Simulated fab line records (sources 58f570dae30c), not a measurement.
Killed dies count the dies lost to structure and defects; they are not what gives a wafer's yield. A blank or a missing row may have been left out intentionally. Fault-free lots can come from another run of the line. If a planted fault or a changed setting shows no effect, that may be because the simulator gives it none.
Code-filled problem report in 8D (eight disciplines) form    flow berkeleyCmos170    the parts of the form that need people (team, actions taken, sign-off) are left out

== 1. WHAT IS WRONG ==
At UCB170_M3_ETCH_17, biasW averages 108.26 W over 6 wafers from 2 lots, while fault-free wafers read 100.02 W, standard deviation 0.3. Relative to the usual mean, that is a shift of +27 standard deviations.
The step: etches BARC in N2/H2.
First observed at day 12 13:14: wafer L718.1, on rieDiel-04. The record holds 18 wafers of 6 lots with a number at this step. Rule for "out", or "out of limits": more than 4 standard deviations from the usual mean. The other wafers with a number count as sound.

== 2. WHAT IT IS; WHAT IT IS NOT ==
question                     is                      is not
which readings at this step  biasW                   drypumpMotorCurrentA, throttleValvePct
which lots                   L718, L719              L702, L706, L722, L724
which wafers of those lots   all that have a number  -
read on which tools          rieDiel-04              rieDiel-01, rieDiel-03
when                         from day 12 13:14       up to then (6 sound wafers); but 6 sound wafers of L722, L724 came after

== 3. SUSPECTS, AND WHAT RULES EACH OUT ==
Counting: a tool stays on the suspect list if, at a process step up to the reading, it processed all lots that are out and no sound lot following the first of them.
- rieDiel-04 at UCB170_M3_ETCH_17 (etches BARC in N2/H2): kept. It processed each lot that is out, first L718 at day 12 13:14, and no sound lot thereafter; up to then, the last sound lot it processed was L706 at day 9 15:11. Its own readings are out on those wafers: biasW.
Remaining after the count: rieDiel-04 at UCB170_M3_ETCH_17.

== 4. THE CAUSE (what the simulator had put in) ==
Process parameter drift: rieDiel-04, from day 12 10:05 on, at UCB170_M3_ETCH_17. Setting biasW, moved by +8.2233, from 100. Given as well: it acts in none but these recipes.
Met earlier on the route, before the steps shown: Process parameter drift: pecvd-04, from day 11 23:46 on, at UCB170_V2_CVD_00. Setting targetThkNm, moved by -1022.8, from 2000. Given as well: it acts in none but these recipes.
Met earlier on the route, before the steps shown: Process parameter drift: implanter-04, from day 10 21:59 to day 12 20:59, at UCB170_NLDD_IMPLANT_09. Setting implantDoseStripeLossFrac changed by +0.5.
The count eliminated every tool but this one.

== 5. SEQUENCE OF EFFECTS, ordered by route ==
Each row: a reading where the mean over the struck wafers with a number is more than 3 standard deviations away from the usual. Scope: only readings with a usual standard deviation given in the record; hours: median across lots of the time from each lot's start at the first step in this table that gives one to its start at this step; sigmas: change in usual standard deviations.
hours  step               reading  usual     on struck wafers  change  sigmas
0      UCB170_M3_ETCH_17  biasW    100.02 W  108.26            +8.24   +27
It contains these process steps:
- UCB170_M3_ETCH_17: etches BARC in N2/H2.

== 6. HOW IT WOULD HAVE BEEN CAUGHT EARLIER ==
In this record the first reading out of limits was taken at day 12 13:14, 3 hours after the fault began at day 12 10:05.
